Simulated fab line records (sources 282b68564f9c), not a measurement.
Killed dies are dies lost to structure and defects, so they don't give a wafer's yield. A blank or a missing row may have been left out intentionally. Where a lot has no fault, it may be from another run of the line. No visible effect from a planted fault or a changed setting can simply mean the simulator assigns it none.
fab line records	flow ritCmos	part 1 of 2: steps 1 to 44 of 45
record: lots: 6	wafers: 18	lastDay: 7
route steps=202 shown ACTIVE@11 FOX1@20 FOX2@23 NWELL@28 PWELL@39 WELLDRIVE@50 SILICIDE@161 M1@202
lots that met no fault: taken from a fault-free run of the same line
startH: the number of hours between the record's first day and the start of the first shown wafer of the lot	waitH: hours from the lot's prior step to this one	" identical to the entry in the row above	L1.1+2: a row that stands for several wafers	- no value, or no start was given	* or withheld: withheld	< > ~ a bound
route shown NAME@n: a module of which the file shows steps, and the number in the route of the first	usual: average and standard deviation across the fault-free wafers	same: alike in all rows	chamber/n: place in a boat	sites: the reading at each site	_std_site: the values' standard deviation	_edge_site: mean of outer sites minus mean of inner sites	radiusMm: for every site, how far away it sits from the centre of the wafer	mask NAME#n: copy n	behind: the last tool/chamber to shape the wafer	hold: reason for holding the lot/hours on hold/outcome of the hold	device: the transistor (n, p or np) that didn't switch	end of line: the tests these same wafers got at the end of their route	for a step that has no rows: nothing shown but its recipe	killed: dies lost to structure and defects at the first sort, not the wafer's yield	map: per-die view of a wafer (x killed, . not killed, _ where there is no die)
set.NAME: the setting the step ran with; set.NAME@STEP: the setting that earlier step ran with	model.NAME: the simulator's own value behind a step, which no gauge read
certain route steps with their lots: each step a table, each wafer a row
services: the hour from which a tool's chamber was out of use, counted from the record's first day as startH (under 0 if before that day), plus the number of hours and why
== steps ==
step: RIT_ACTIVE_DEVELOP_10
recipe: resist: NOVOLAK	developTimeS: 50	devTempC: 23
step: RIT_ACTIVE_CD_MEAS_11
recipe: targetCdNm: 1400
usual: cdNm: 1399.9/2.2
lot.wafer	tool	chamber	startH	waitH	cdNm
L168.2	cdSem-02	-	24.58	-	1402.0
L168.4	"	-	"	"	1402.3
L168.6	"	-	"	"	1402.6
L174.1	cdSem-01	-	54.56	-	1402.3
L174.2	"	-	"	"	1398.3
L174.3	"	-	"	"	1398.5
L175.1	cdSem-02	-	59.44	-	1397.5
L175.3	"	-	"	"	1400.0
L175.4	"	-	"	"	1397.7
L176.1	cdSem-02	-	65.36	-	1400.5
L176.2	"	-	"	"	1399.4
L176.3	"	-	"	"	1400.5
L178.1	cdSem-01	-	74.63	-	1404.1
L178.2	"	-	"	"	1402.8
L178.6	"	-	"	"	1400.7
L186.2	cdSem-02	-	115.56	-	1397.0
L186.4	"	-	"	"	1397.5
L186.6	"	-	"	"	1397.8
step: RIT_ACTIVE_HARDBAKE_12
recipe: resist: NOVOLAK	tempC: 140	timeS: 60
step: RIT_ACTIVE_ETCH_13
recipe: stopOn: SiO2	chemistry: SF6	target: Si3N4	timeS: 210	overEtchFrac: 0.4	SF6_flow_sccm: 200	pressureMtorr: 260	rfW: 125	targetDepthA: 2100
usual: drypumpMotorCurrentA: 5.9/0.45	oesProductAu: 0.826/0.015	throttleValvePct: 7.55/0.13
lot.wafer	tool	chamber	startH	waitH	drypumpMotorCurrentA	oesProductAu	rfHoursCounterH	throttleValvePct
L168.2	rieDiel-04	1	24.83	0.1	5.9	0.844	134	7.55
L168.4	"	3	"	"	5.6	0.794	-	7.60
L168.6	"	2	"	"	6.1	0.825	-	7.63
L174.1	rieDiel-03	0	54.83	0.1	6.0	0.837	1	7.67
L174.2	"	3	"	"	6.3	0.811	4	7.43
L174.3	"	1	"	"	5.7	0.850	115	7.79
L175.1	rieDiel-01	3	59.71	0.1	5.6	0.812	22	7.40
L175.3	"	2	"	"	5.5	0.847	41	7.41
L175.4	"	1	"	"	6.8	0.823	77	7.34
L176.1	rieDiel-03	1	65.82	0.1	5.7	0.842	115	7.78
L176.2	"	0	"	"	6.0	0.834	1	7.66
L176.3	"	2	"	"	6.5	0.827	0	7.57
L178.1	rieDiel-01	0	74.90	0.1	5.4	0.805	125	7.64
L178.2	"	2	"	"	5.5	0.836	42	7.42
L178.6	"	1	"	"	6.8	0.812	-	7.31
L186.2	rieDiel-04	0	115.81	0.1	5.1	0.844	0	7.54
L186.4	"	0	"	"	5.0	0.836	-	7.54
L186.6	"	3	"	"	5.6	0.814	-	7.59
step: RIT_ACTIVE_STRIP_14
recipe: chemistry: O2	timeS: 180	resist: NOVOLAK	platenTempC: withheld	powerW: 500	pressureMtorr: 4000	o2FlowSccm: 4000
usual: drypumpMotorCurrentA: 5.5/0.68	o2FlowSccm: 4000/12
lot.wafer	tool	chamber	startH	waitH	drypumpMotorCurrentA	o2FlowSccm	rfHoursCounterH
L168.2	plasmaAsher-03	0	24.97	0.1	6.2	4022	36
L168.4	"	1	"	"	5.0	3999	-
L168.6	"	1	"	"	5.0	4014	-
L174.1	plasmaAsher-04	0	54.97	0.1	5.0	3995	42
L174.2	"	1	"	"	6.6	3989	42
L174.3	"	0	"	"	5.0	3975	-
L175.1	plasmaAsher-04	1	59.84	0.1	6.5	4019	43
L175.3	"	0	"	"	5.0	4000	-
L175.4	"	1	"	"	6.6	3992	-
L176.1	plasmaAsher-04	1	65.95	0.1	6.5	3992	43
L176.2	"	0	"	"	5.0	4011	43
L176.3	"	1	"	"	6.6	3980	-
L178.1	plasmaAsher-03	1	75.03	0.1	5.0	3994	42
L178.2	"	0	"	"	6.3	4000	42
L178.6	"	1	"	"	5.0	4007	-
L186.2	plasmaAsher-01	1	115.95	0.1	4.8	4007	32
L186.4	"	0	"	"	5.2	3986	-
L186.6	"	1	"	"	4.8	3997	-
step: RIT_ACTIVE_CD_MEAS_90
recipe: targetCdNm: 1400
usual: cdNm: 1399.9/2.2
lot.wafer	tool	chamber	startH	waitH	cdNm
L168.2	cdSem-01	-	25.16	0.1	1401.6
L168.4	"	-	"	"	1402.3
L168.6	"	-	"	"	1402.4
L174.1	cdSem-02	-	55.14	0.1	1402.9
L174.2	"	-	"	"	1398.7
L174.3	"	-	"	"	1398.7
L175.1	cdSem-01	-	60.02	0.1	1397.1
L175.3	"	-	"	"	1399.9
L175.4	"	-	"	"	1397.9
L176.1	cdSem-02	-	66.13	0.1	1400.3
L176.2	"	-	"	"	1399.3
L176.3	"	-	"	"	1400.1
L178.1	cdSem-01	-	75.21	0.1	1403.9
L178.2	"	-	"	"	1402.2
L178.6	"	-	"	"	1401.0
L186.2	cdSem-01	-	116.14	0.1	1396.9
L186.4	"	-	"	"	1397.4
L186.6	"	-	"	"	1397.9
step: RIT_ACTIVE_CLEAN_15
recipe: chemistry: SC1	mix: 3:3:50	timeS: 600	tempC: 75
step: RIT_ACTIVE_CLEAN_16
recipe: chemistry: dHF	dilution: 50:1	timeS: 30
step: RIT_ACTIVE_CLEAN_17
recipe: chemistry: SC2	mix: 3:3:50	timeS: 600	tempC: 75	dry: n2Spin
step: RIT_FOX1_OXIDATION_00
recipe: tempC: 1100	ambient: H2O	targetThkA: 3507	pH2oTorr: 720	oxTimeS: 1130
step: RIT_FOX1_THK_MEAS_01
recipe: reads: SiO2_of_FOX1_OXIDATION_00
usual: FOX1_OXIDE_THK: 349/4.8
lot.wafer	tool	chamber	startH	waitH	FOX1_OXIDE_THK[nm]
L168.2	filmMetro-04	-	26.95	0.0	347
L168.4	"	-	"	"	346
L168.6	"	-	"	"	345
L174.1	filmMetro-01	-	58.37	0.0	356
L174.2	"	-	"	"	353
L174.3	"	-	"	"	353
L175.1	filmMetro-02	-	62.79	0.0	354
L175.3	"	-	"	"	355
L175.4	"	-	"	"	350
L176.1	filmMetro-01	-	68.57	0.0	349
L176.2	"	-	"	"	346
L176.3	"	-	"	"	352
L178.1	filmMetro-01	-	79.34	0.0	355
L178.2	"	-	"	"	348
L178.6	"	-	"	"	352
L186.2	filmMetro-02	-	119.19	0.0	347
L186.4	"	-	"	"	352
L186.6	"	-	"	"	347
step: RIT_FOX1_WET_ETCH_02
recipe: chemistry: BOE	targetDepthNm: 350	timeS: 390	tempC: 21.5	dry: n2Spin	dilution: 10:1	target: SiO2
step: RIT_FOX2_OXIDATION_00
recipe: tempC: 1100	ambient: H2O	targetThkA: 3507	pH2oTorr: 720	oxTimeS: 1130
usual: spikeTcCentreC: 1102.8/1.6	spikeTcLoadC: 1128.7/1.4	spikeTcSourceC: 1127.9/1.1	tubeCenterTempC: 1100/0.11	tube_center_temp_C_max: 1102.8/0.41	zonePowerCentrePct: 60/4.8
lot.wafer	tool	chamber	startH	waitH	spikeTcCentreC	spikeTcLoadC	spikeTcSourceC	tubeCenterTempC	tube_center_temp_C_max	zonePowerCentrePct	model.SiO2_of_FOX2_OXIDATION_00.thkNm
L168.2	furnace-02	0	27.12	0.0	1105.3	1130.5	1129.2	1100	1102.3	64	352.8
L168.4	"	0	"	"	1102.2	1130.1	1128.6	1100.2	1102.8	64	347.8
L168.6	"	0	"	"	1102.2	1130.8	1127.6	1100.1	1103.2	63	350.9
L174.1	furnace-04	0	58.75	0.2	1103.8	1127.7	1126.6	1099.9	1102.2	54	348.4
L174.2	"	0	"	"	1102.4	1129.4	1126.3	1099.9	1102.3	53	349.2
L174.3	"	0	"	"	1104.5	1126.6	1128.5	1100	1103.1	53	355.5
L175.1	furnace-04	0	62.96	0.0	1140.0	1163.9	1163.1	1135	1137.6	55	416.5
L175.3	"	0	"	"	1137.3	1163.0	1163.0	1135.1	1138.0	56	413.6
L175.4	"	0	"	"	1139.1	1163.2	1163.0	1135	1138.2	56	415.6
L176.1	furnace-02	0	68.76	0.0	1102.0	1130.1	1128.1	1099.9	1101.9	64	337.2
L176.2	"	0	"	"	1103.3	1130.3	1129.3	1099.8	1102.3	64	332.4
L176.3	"	0	"	"	1103.0	1131.0	1127.7	1100	1103.0	64	338.2
L178.1	furnace-04	0	79.63	0.1	1140.6	1162.9	1163.5	1135	1137.5	56	407.7
L178.2	"	0	"	"	1138.3	1163.4	1161.1	1135	1137.9	56	410.5
L178.6	"	0	"	"	1139.3	1163.7	1160.9	1135	1139.0	56	408.3
L186.2	furnace-03	0	120.22	0.9	1098.5	1129.2	1128.0	1100	1102.7	64	347.4
L186.4	"	0	"	"	1100.9	1127.9	1128.6	1100.1	1103.1	63	352.6
L186.6	"	0	"	"	1102.5	1126.4	1128.6	1100	1102.6	63	353.9
step: RIT_FOX2_THK_MEAS_01
recipe: reads: SiO2_of_FOX2_OXIDATION_00
usual: FOX2_OXIDE_THK: 348/6.3
lot.wafer	tool	chamber	startH	waitH	FOX2_OXIDE_THK[nm]
L168.2	filmMetro-03	-	28.44	0.0	353
L168.4	"	-	"	"	348
L168.6	"	-	"	"	351
L174.1	filmMetro-04	-	60.06	0.0	348
L174.2	"	-	"	"	349
L174.3	"	-	"	"	356
L175.1	filmMetro-03	-	64.28	0.0	417
L175.3	"	-	"	"	414
L175.4	"	-	"	"	416
L176.1	filmMetro-03	-	70.07	0.0	337
L176.2	"	-	"	"	333
L176.3	"	-	"	"	338
L178.1	filmMetro-02	-	80.94	0.0	408
L178.2	"	-	"	"	410
L178.6	"	-	"	"	408
L186.2	filmMetro-02	-	121.55	0.0	347
L186.4	"	-	"	"	353
L186.6	"	-	"	"	354
step: RIT_FOX2_CLEAN_02
recipe: chemistry: dHF	dilution: 50:1	timeS: 180
step: RIT_FOX2_WET_ETCH_03
recipe: chemistry: H3PO4	target: Si3N4	targetDepthNm: 195	tempC: 165	timeS: 2700
step: RIT_FOX2_THK_MEAS_90
recipe: reads: SiO2_of_FOX2_OXIDATION_00
usual: FIELD_OXIDE_LEFT_1_THK: 321/6.3
lot.wafer	tool	chamber	startH	waitH	FIELD_OXIDE_LEFT_1_THK[nm]
L168.2	filmMetro-02	-	29.32	0.0	326
L168.4	"	-	"	"	321
L168.6	"	-	"	"	324
L174.1	filmMetro-02	-	60.94	0.0	321
L174.2	"	-	"	"	322
L174.3	"	-	"	"	328
L175.1	filmMetro-02	-	65.16	0.0	390
L175.3	"	-	"	"	387
L175.4	"	-	"	"	389
L176.1	filmMetro-02	-	70.95	0.0	310
L176.2	"	-	"	"	305
L176.3	"	-	"	"	311
L178.1	filmMetro-02	-	81.89	0.0	380
L178.2	"	-	"	"	383
L178.6	"	-	"	"	380
L186.2	filmMetro-03	-	122.42	0.0	320
L186.4	"	-	"	"	326
L186.6	"	-	"	"	327
step: RIT_NWELL_HMDS_00
recipe: primeTimeS: 60	primeTempC: 140
step: RIT_NWELL_COAT_01
recipe: resist: NOVOLAK	spinRpm: 2000	resistThkNm: 1300
step: RIT_NWELL_SOFTBAKE_02
recipe: resist: NOVOLAK	tempC: 90	timeS: 60
step: RIT_NWELL_EXPOSE_03
recipe: maskId: M2	na: 0.57	targetCdNm: 43900	doseMj: 250
step: RIT_NWELL_PEB_04
recipe: resist: NOVOLAK	tempC: withheld	timeS: withheld
step: RIT_NWELL_DEVELOP_05
recipe: resist: NOVOLAK	developTimeS: 68	devTempC: 23
step: RIT_NWELL_OVL_MEAS_06
usual: NWELL_OVL: 0.2/1.4
lot.wafer	tool	chamber	startH	waitH	NWELL_OVL[nm]
L168.2	overlay-01	-	30.38	-	-1.0
L168.4	"	-	"	"	0.7
L168.6	"	-	"	"	0.2
L174.1	overlay-02	-	61.88	-	-2.8
L174.2	"	-	"	"	-1.4
L174.3	"	-	"	"	-2.1
L175.1	overlay-01	-	66.13	-	-0.4
L175.3	"	-	"	"	-2.9
L175.4	"	-	"	"	-1.6
L176.1	overlay-01	-	72.01	-	2.0
L176.2	"	-	"	"	0.3
L176.3	"	-	"	"	1.2
L178.1	overlay-02	-	83.07	-	2.5
L178.2	"	-	"	"	2.7
L178.6	"	-	"	"	1.4
L186.2	overlay-01	-	123.36	-	1.0
L186.4	"	-	"	"	1.5
L186.6	"	-	"	"	-0.5
step: RIT_NWELL_HARDBAKE_07
recipe: resist: NOVOLAK	tempC: 140	timeS: 120
step: RIT_NWELL_IMPLANT_08
recipe: species: P	energyKev: 170	doseCm2: 5e+13	tiltDeg: 7
step: RIT_NWELL_STRIP_09
recipe: chemistry: O2	timeS: 180	resist: NOVOLAK	platenTempC: withheld	powerW: 500	pressureMtorr: 4000	o2FlowSccm: 4000
usual: drypumpMotorCurrentA: 5.5/0.6	o2FlowSccm: 3999/11
lot.wafer	tool	chamber	startH	waitH	drypumpMotorCurrentA	o2FlowSccm	rfHoursCounterH
L168.2	plasmaAsher-02	1	30.81	0.1	6.2	3988	38
L168.4	"	0	"	"	5.3	3987	-
L168.6	"	0	"	"	5.3	3996	-
L174.1	plasmaAsher-01	1	62.32	0.1	4.8	4004	27
L174.2	"	0	"	"	5.3	3998	27
L174.3	"	1	"	"	4.8	4008	-
L175.1	plasmaAsher-01	1	66.57	0.1	4.8	3988	27
L175.3	"	1	"	"	4.8	4006	-
L175.4	"	0	"	"	5.2	3985	-
L176.1	plasmaAsher-04	0	72.45	0.1	5.0	4007	44
L176.2	"	1	"	"	6.5	4014	44
L176.3	"	0	"	"	5.0	4010	-
L178.1	plasmaAsher-01	0	83.50	0.1	5.2	3993	29
L178.2	"	1	"	"	4.8	4016	29
L178.6	"	0	"	"	5.2	4005	-
L186.2	plasmaAsher-02	0	123.79	0.1	5.3	3998	1
L186.4	"	0	"	"	5.3	3999	-
L186.6	"	1	"	"	6.2	3983	-
step: RIT_NWELL_TW_MEAS_10
usual: NWELL_TW: 2136/13
lot.wafer	tool	chamber	startH	waitH	NWELL_TW
L168.2	filmMetro-03	-	31.00	0.1	2119
L168.4	"	-	"	"	2125
L168.6	"	-	"	"	2117
L174.1	filmMetro-04	-	62.50	0.1	2157
L174.2	"	-	"	"	2151
L174.3	"	-	"	"	2153
L175.1	filmMetro-03	-	66.74	0.1	2119
L175.3	"	-	"	"	2113
L175.4	"	-	"	"	2120
L176.1	filmMetro-03	-	72.68	0.2	2121
L176.2	"	-	"	"	2128
L176.3	"	-	"	"	2114
L178.1	filmMetro-03	-	83.68	0.1	2126
L178.2	"	-	"	"	2116
L178.6	"	-	"	"	2127
L186.2	filmMetro-03	-	123.98	0.1	2132
L186.4	"	-	"	"	2131
L186.6	"	-	"	"	2124
step: RIT_PWELL_HMDS_00
recipe: primeTimeS: 60	primeTempC: 140
step: RIT_PWELL_COAT_01
recipe: resist: NOVOLAK	spinRpm: 2000	resistThkNm: 1300
step: RIT_PWELL_SOFTBAKE_02
recipe: resist: NOVOLAK	tempC: 90	timeS: 60
step: RIT_PWELL_EXPOSE_03
recipe: maskId: M3	na: 0.57	targetCdNm: 43700	doseMj: 250
step: RIT_PWELL_PEB_04
recipe: resist: NOVOLAK	tempC: withheld	timeS: withheld
step: RIT_PWELL_DEVELOP_05
recipe: resist: NOVOLAK	developTimeS: 68	devTempC: 23
step: RIT_PWELL_OVL_MEAS_06
usual: PWELL_OVL: -0.2/1.6
lot.wafer	tool	chamber	startH	waitH	PWELL_OVL[nm]
L168.2	overlay-02	-	31.93	-	-1.5
L168.4	"	-	"	"	-1.1
L168.6	"	-	"	"	-2.0
L174.1	overlay-01	-	63.75	-	-0.9
L174.2	"	-	"	"	0.9
L174.3	"	-	"	"	0.2
L175.1	overlay-01	-	67.68	-	-0.7
L175.3	"	-	"	"	0.0
L175.4	"	-	"	"	0.6
L176.1	overlay-01	-	73.74	-	2.0
L176.2	"	-	"	"	0.3
L176.3	"	-	"	"	0.4
L178.1	overlay-01	-	84.78	-	-2.7
L178.2	"	-	"	"	-2.3
L178.6	"	-	"	"	-3.3
L186.2	overlay-01	-	124.91	-	0.0
L186.4	"	-	"	"	0.1
L186.6	"	-	"	"	-0.7
step: RIT_PWELL_HARDBAKE_07
recipe: resist: NOVOLAK	tempC: 140	timeS: 120
step: RIT_PWELL_IMPLANT_08
recipe: species: B	energyKev: 170	doseCm2: 7e+13	tiltDeg: 7
step: RIT_PWELL_STRIP_09
recipe: chemistry: O2	timeS: 180	resist: NOVOLAK	platenTempC: withheld	powerW: 500	pressureMtorr: 4000	o2FlowSccm: 4000
usual: drypumpMotorCurrentA: 5.7/0.65	o2FlowSccm: 4000/11
lot.wafer	tool	chamber	startH	waitH	drypumpMotorCurrentA	o2FlowSccm	rfHoursCounterH
L168.2	plasmaAsher-02	1	32.47	0.1	6.2	3998	39
L168.4	"	0	"	"	5.3	4013	-
L168.6	"	0	"	"	5.3	3988	-
L174.1	plasmaAsher-03	0	64.19	0.1	6.3	4003	41
L174.2	"	1	"	"	5.1	3995	41
L174.3	"	0	"	"	6.3	3998	-
L175.1	plasmaAsher-02	0	68.12	0.1	5.3	3977	43
L175.3	"	1	"	"	6.2	4012	-
L175.4	"	0	"	"	5.3	3979	-
L176.1	plasmaAsher-04	1	74.50	0.1	6.5	3985	44
L176.2	"	0	"	"	4.9	3999	44
L176.3	"	0	"	"	4.9	4016	-
L178.1	plasmaAsher-04	0	85.22	0.1	5.0	3984	45
L178.2	"	1	"	"	6.6	3994	45
L178.6	"	1	"	"	6.6	3993	-
L186.2	plasmaAsher-02	0	125.40	0.1	5.3	3992	1
L186.4	"	0	"	"	5.3	3990	-
L186.6	"	0	"	"	5.3	3987	-
step: RIT_PWELL_TW_MEAS_10
usual: PWELL_TW: 949/5.4
lot.wafer	tool	chamber	startH	waitH	PWELL_TW
L168.2	filmMetro-04	-	32.66	0.1	951
L168.4	"	-	"	"	948
L168.6	"	-	"	"	948
L174.1	filmMetro-04	-	64.36	0.1	956
L174.2	"	-	"	"	955
L174.3	"	-	"	"	956
L175.1	filmMetro-04	-	68.29	0.1	958
L175.3	"	-	"	"	954
L175.4	"	-	"	"	951
L176.1	filmMetro-03	-	74.68	0.1	942
L176.2	"	-	"	"	940
L176.3	"	-	"	"	938
L178.1	filmMetro-03	-	85.39	0.1	939
L178.2	"	-	"	"	946
L178.6	"	-	"	"	942
L186.2	filmMetro-04	-	125.58	0.1	958
L186.4	"	-	"	"	950
L186.6	"	-	"	"	950
step: RIT_WELLDRIVE_ANNEAL_00
recipe: tempC: 1100	timeS: 14700	ambient: N2
step: RIT_WELLDRIVE_RS_MEAS_01
recipe: thkMeasGauge: four-point-probe
usual: NWELL_RS: 275.1/0.76
lot.wafer	tool	chamber	startH	waitH	NWELL_RS[ohm/sq]
L168.2	filmMetro-04	-	37.81	0.0	274.9
L168.4	"	-	"	"	275.2
L168.6	"	-	"	"	274.6
L174.1	filmMetro-04	-	69.51	0.0	274.9
L174.2	"	-	"	"	276.0
L174.3	"	-	"	"	275.6
L175.1	filmMetro-01	-	73.44	0.0	275.4
L175.3	"	-	"	"	274.9
L175.4	"	-	"	"	276.3
L176.1	filmMetro-04	-	79.82	0.0	275.9
L176.2	"	-	"	"	275.2
L176.3	"	-	"	"	275.8
L178.1	filmMetro-03	-	92.14	0.0	274.4
L178.2	"	-	"	"	274.4
L178.6	"	-	"	"	275.4
L186.2	filmMetro-04	-	132.16	0.0	275.4
L186.4	"	-	"	"	276.3
L186.6	"	-	"	"	275.5
step: RIT_WELLDRIVE_RS_MEAS_02
recipe: thkMeasGauge: four-point-probe
usual: PWELL_RS: 428.7/1
lot.wafer	tool	chamber	startH	waitH	PWELL_RS[ohm/sq]
L168.2	filmMetro-04	-	39.99	2.2	430.3
L168.4	"	-	"	"	430.3
L168.6	"	-	"	"	430.6
L174.1	filmMetro-04	-	69.63	0.1	429.4
L174.2	"	-	"	"	428.7
L174.3	"	-	"	"	430.6
L175.1	filmMetro-01	-	73.56	0.1	428.7
L175.3	"	-	"	"	428.4
L175.4	"	-	"	"	428.8
L176.1	filmMetro-04	-	79.94	0.1	426.9
L176.2	"	-	"	"	427.7
L176.3	"	-	"	"	428.7
L178.1	filmMetro-03	-	92.26	0.1	429.9
L178.2	"	-	"	"	428.4
L178.6	"	-	"	"	429.1
L186.2	filmMetro-04	-	132.28	0.1	426.8
L186.4	"	-	"	"	429.1
L186.6	"	-	"	"	429.3
step: RIT_FOX2_THK_MEAS_91
recipe: reads: SiO2_of_FOX2_OXIDATION_00
usual: FIELD_OXIDE_LEFT_2_THK: 253/6.4
lot.wafer	tool	chamber	startH	waitH	FIELD_OXIDE_LEFT_2_THK[nm]
L168.2	filmMetro-02	-	43.76	0.0	258
L168.4	"	-	"	"	253
L168.6	"	-	"	"	256
L174.1	filmMetro-03	-	73.39	0.0	253
L174.2	"	-	"	"	253
L174.3	"	-	"	"	260
L175.1	filmMetro-04	-	77.55	0.0	323
L175.3	"	-	"	"	319
L175.4	"	-	"	"	321
L176.1	filmMetro-04	-	83.72	0.0	242
L176.2	"	-	"	"	237
L176.3	"	-	"	"	243
L178.1	filmMetro-04	-	96.16	0.0	312
L178.2	"	-	"	"	314
L178.6	"	-	"	"	312
L186.2	filmMetro-03	-	136.54	0.0	253
L186.4	"	-	"	"	258
L186.6	"	-	"	"	260
step: RIT_SILICIDE_WET_ETCH_00
recipe: chemistry: BOE	target: SiO2	targetDepthNm: 14	timeS: 15	dry: n2Spin	dilution: 10:1	tempC: 21.5
lot.wafer	tool	chamber	startH	waitH	model.SiO2_of_FOX2_OXIDATION_00.thkNm
L168.2	wetBench-03	0	61.14	0.1	153.5
L168.4	"	0	"	"	148.5
L168.6	"	0	"	"	152
L174.1	wetBench-03	2	91.25	0.1	147.2
L174.2	"	2	"	"	148.1
L174.3	"	2	"	"	153.9
L175.1	wetBench-02	1	97.12	0.1	217.1
L175.3	"	1	"	"	214.3
L175.4	"	1	"	"	216.7
L176.1	wetBench-03	1	101.99	0.1	136.6
L176.2	"	1	"	"	132.5
L176.3	"	1	"	"	137.5
L178.1	wetBench-02	3	118.86	0.1	207.4
L178.2	"	3	"	"	209.5
L178.6	"	3	"	"	206.8
L186.2	wetBench-03	1	155.82	0.1	148
L186.4	"	1	"	"	153.9
L186.6	"	1	"	"	154.5
== key ==
firstSign: step: RIT_FOX2_OXIDATION_00	reading: tubeCenterTempC	direction: up	sigmas: 99+	usual: *	struck: *
effect: step: RIT_FOX2_OXIDATION_00	reading: tube_center_temp_C_max	direction: up	sigmas: 86	usual: *	struck: *
effect: step: RIT_FOX2_THK_MEAS_01	reading: FOX2_OXIDE_THK	direction: up	sigmas: 10	usual: 348	struck: 412
effect: step: RIT_FOX2_THK_MEAS_90	reading: FIELD_OXIDE_LEFT_1_THK	direction: up	sigmas: 10	usual: 321	struck: 385
effect: step: RIT_FOX2_THK_MEAS_91	reading: FIELD_OXIDE_LEFT_2_THK	direction: up	sigmas: 10	usual: 253	struck: 317
modelEffect: step: RIT_FOX2_OXIDATION_00	value: SiO2_of_FOX2_OXIDATION_00.thkNm	without: 358.1	struck: 412
modelEffect: step: RIT_SILICIDE_WET_ETCH_00	value: SiO2_of_FOX2_OXIDATION_00.thkNm	without: 158.1	struck: 212
modelEffect: step: RIT_M1_PROBE_99	value: etest.nldd.widthNm	without: 3176	struck: 3101
metAt RIT_FOX2_OXIDATION_00
struckWafers L175.1,L175.3,L175.4,L178.1,L178.2,L178.6
testerLeftOut L175,L178
onsetBetween 58.75 62.96
fault: kind: processParameterDrift	tool: furnace-04	chamber: -	onsetH: 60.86	steps: RIT_FOX2_OXIDATION_00	channel: tempC	offset: *	shape: step	endH: 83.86	actsIn: *	stated: *
testerLeftOut: of these lots the tester's yield and bins aren't shown, on N5 and GAA mostly nor the transistor test; their killed dies are dies lost to structure and defects alone, not to doping, threshold or leakage, so they don't give the yield
